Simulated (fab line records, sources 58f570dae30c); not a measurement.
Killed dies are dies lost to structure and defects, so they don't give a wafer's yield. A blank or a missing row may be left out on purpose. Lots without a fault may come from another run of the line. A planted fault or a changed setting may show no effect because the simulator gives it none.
One fault seen from 2 desks | flow berkeley_cmos170 | each desk has only its own numbers; what lay behind them comes last

THE TOOL OWNER'S DESK: rie_diel-03
The tool's own readings at UCB170_V2_ETCH_14 (etches SiO2 in CHF3/CF4/Ar, stops on Al, target depth 1250 nm, time 291 s): means of the sampled wafers that have a number, for each lot that ran on this tool. A lot is out of limits, marked OUT, if its mean lies more than 4 standard deviations from the usual mean; the brackets give that distance.
Columns: A = cf4_flow_sccm at UCB170_V2_ETCH_14, usual 15.00 sccm; B = drypump_motor_current_A at UCB170_V2_ETCH_14, usual 5.9 A; C = oes_product_au at UCB170_V2_ETCH_14, usual 0.870 a.u.; D = throttle_valve_pct at UCB170_V2_ETCH_14, usual 6.96 %
lot  | first seen here | A     | B   | C     | D
L825 | day 9 14:59     | 14.99 | 5.8 | 0.873 | 7.06
L826 | day 9 17:16     | 14.99 | 5.8 | 0.863 | 6.95
L827 | day 10 09:56    | 15.01 | 6.1 | 0.868 | 6.87
L832 | day 11 08:56    | 14.99 | 5.9 | 0.869 | 6.97
L834 | day 11 17:08    | 15.01 | 5.8 | 0.875 | 6.95
L838 | day 12 06:54    | 15.04 | 5.8 | 0.876 | 6.95
L836 | day 12 07:34    | 15.04 | 5.6 | 0.889 | 7.04
L845 | day 13 08:13    | 15.02 | 5.8 | 0.878 | 6.95
This desk's finding: nothing out of limits on any of the 8 lots.

THE METROLOGY DESK
What the gauges read, lot by lot, whatever tool the lot ran on: means of the sampled wafers that have a number. A lot is out of limits, marked OUT, if its mean lies more than 4 standard deviations from the usual mean; the brackets give that distance.
Columns: A = NWELL_OXIDE_THK at UCB170_NWELL_THK_MEAS_02, usual 26.3 nm; B = PWELL_NITRIDE_THK at UCB170_PWELL_THK_MEAS_06, usual 220.0 nm
lot  | first seen here | A    | B
L824 | day 2 07:34     | 26.5 | 221.3
L825 | day 2 14:47     | 26.3 | 218.7
L826 | day 2 14:47     | 25.6 | 219.6
L827 | day 2 23:39     | 25.5 | 217.1
L831 | day 3 15:21     | 26.5 | 219.1
L832 | day 3 22:26     | 26.2 | 219.6
L833 | day 4 04:11     | 26.1 | 221.4
L834 | day 4 04:12     | 27.0 | 218.8
L836 | day 4 12:29     | 26.2 | 221.1
L835 | day 4 12:30     | 25.9 | 218.5
L838 | day 5 00:25     | 26.9 | 218.6
L837 | day 5 00:25     | 27.0 | 218.5
L845 | day 6 12:59     | 27.3 | 221.2
This desk's finding: nothing out of limits on any of the 13 lots.

PUT TOGETHER
The tool owner's desk saw nothing out of limits.
The metrology desk saw nothing out of limits.

WHAT THE SIMULATOR HAD PUT IN
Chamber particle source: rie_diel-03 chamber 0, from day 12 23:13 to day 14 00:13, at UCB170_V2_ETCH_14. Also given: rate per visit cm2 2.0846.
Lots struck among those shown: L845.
